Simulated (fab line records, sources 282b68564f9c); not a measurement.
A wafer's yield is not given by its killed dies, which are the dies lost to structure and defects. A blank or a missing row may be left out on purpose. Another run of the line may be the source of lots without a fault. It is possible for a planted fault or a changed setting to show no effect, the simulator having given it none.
Code-filled problem report in 8D (eight disciplines) form | flow ritCmos | the parts of the form that need people (team, actions taken, sign-off) are left out

## 1. WHAT IS WRONG
At RIT_NWELL_SOFTBAKE_02, runLengthS averages 106.94 s over 6 wafers from 2 lots, while fault-free wafers read 89.28 s, standard deviation 0.18. Measured from the usual mean, that is +98 standard deviations.
The step: time 60 s.
Earliest sighting: wafer L263.2 on lithoTrack-03 at day 4 19:51. Wafers with a number at this step in the record: 42, from 14 lots. Rule for "out" (also "out of limits"): further than 4 standard deviations from the usual mean. Any other wafer with a number is counted as sound.

## 2. WHAT IT IS AND WHAT IT IS NOT
question                    | is                     | is not
which readings at this step | runLengthS             | exhaustPa
which lots                  | L263, L268             | L249, L250, L252, L253, L254, L255, L256, L257, L258, L260, L269, L271
which wafers of those lots  | all that have a number | -
read on which tools         | lithoTrack-03          | lithoTrack-02, lithoTrack-04
when                        | from day 4 19:51       | up to then (30 sound wafers); but 6 sound wafers of L269, L271 came after

## 3. WHAT RULES OUT EACH SUSPECT
Counting: a tool stays on the suspect list if, at a process step up to the reading, it processed all lots that are out and no sound lot following the first of them.
- lithoTrack-03 at RIT_NWELL_SOFTBAKE_02 (time 60 s): kept. It processed each lot that is out, first L263 at day 4 19:51, and no sound lot thereafter; up to then, the last sound lot it processed was L260 at day 4 04:32. On those wafers its own readings are out: runLengthS.
After counting, what remains is lithoTrack-03 at RIT_NWELL_SOFTBAKE_02.

## 4. THE CAUSE (what the simulator had put in)
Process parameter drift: lithoTrack-03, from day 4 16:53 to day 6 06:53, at RIT_NWELL_SOFTBAKE_02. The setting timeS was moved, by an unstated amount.
Counting left only this tool.

## 5. THE EFFECT CHAIN, in route order
Each row: a reading whose mean over the struck wafers that have a number lies more than 3 standard deviations from the usual. Only readings whose record carries a usual standard deviation are examined. hours: median over the lots of the time between each lot's start at the first step of this table that gives one and its start at this step. sigmas: the change, counted in usual standard deviations.
hours | step                  | reading    | usual   | on struck wafers | change | sigmas
0     | RIT_NWELL_SOFTBAKE_02 | runLengthS | 89.28 s | 106.94           | +17.66 | +98
Process steps it contains:
- RIT_NWELL_SOFTBAKE_02: time 60 s.

## 6. WHAT WOULD HAVE CAUGHT IT SOONER
In this record the first reading out of limits was taken at day 4 19:51, 3 hours after the fault began at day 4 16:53.
